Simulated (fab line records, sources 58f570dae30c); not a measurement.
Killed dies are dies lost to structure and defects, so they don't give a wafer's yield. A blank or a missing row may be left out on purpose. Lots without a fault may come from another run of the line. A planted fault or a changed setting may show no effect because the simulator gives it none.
Which tool did it? | flow berkeley_cmos170 | 7 lots, 21 wafers sampled, at 2 steps of a route of 331

WHAT THE GAUGES READ, wafer by wafer
UCB170_SDANNEAL_RS_MEAS_02: measures by four-point-probe.
lot  | measured     | on            | PSD_RS (ohm/sq)
L262 | day 8 08:59  | film_metro-04 | 75.35 75.19 75.08
L265 | day 8 21:49  | film_metro-01 | 75.74 75.56 75.69
L266 | day 9 14:36  | film_metro-02 | 74.96 75.05 75.10
L269 | day 9 14:44  | film_metro-01 | 76.31 75.78 75.66
L278 | day 12 06:29 | film_metro-02 | 105.48 104.94 105.28
L281 | day 12 08:44 | film_metro-01 | 75.48 75.44 75.62
L284 | day 14 08:34 | film_metro-02 | 75.62 75.58 75.48

WHICH TOOL RAN EACH LOT (tool, then ch and the chambers of the sampled wafers, then the start)
lot  | UCB170_SDANNEAL_RTA_01
L262 | rtp_anneal-01 ch 0, day 8 08:55
L265 | rtp_anneal-01 ch 0, day 8 21:46
L266 | rtp_anneal-01 ch 0, day 9 14:32
L269 | rtp_anneal-02 ch 0, day 9 14:40
L278 | rtp_anneal-01 ch 0, day 12 06:25
L281 | rtp_anneal-02 ch 0, day 12 08:41
L284 | rtp_anneal-02 ch 0, day 14 08:30
- UCB170_SDANNEAL_RTA_01: time 5 s.

THE ANSWER, worked out from the rows above alone
Rule: what is usual is taken from the lots themselves. Put in order of their means at a reading, lots are off if they are a third of the lots or fewer, leave a main group of 4 or more, and stand apart from it by a gap of 3 or more times the standard deviation of the main group's means; of several such gaps the widest counts. A main group whose means are all the same, to the digits that the tables above print for the reading, isn't used. A lot without any number at a reading at which 4 lots or more have one is off too. The other lots that the step has rows for count as sound.
Off: L278, at UCB170_SDANNEAL_RS_MEAS_02 (PSD_RS). The main group: mean 75.48 ohm/sq, standard deviation 0.29.
A tool fits if, at a process step before that reading, it ran every lot that is off, and no sound lot after the first of them. The gauges at UCB170_SDANNEAL_RS_MEAS_02 are tried like those tools. One fits: rtp_anneal-01 at UCB170_SDANNEAL_RTA_01. Its last sound lot is L266 (day 9 14:32), its first lot that is off L278 (day 12 06:25): a fault that began between those two fits.

WHAT THE SIMULATOR HAD PUT IN
Process parameter drift: rtp_anneal-01, from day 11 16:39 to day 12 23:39, at UCB170_SDANNEAL_RTA_01. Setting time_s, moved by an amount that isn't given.
Lots struck among those shown: L278. The rule above found the same.
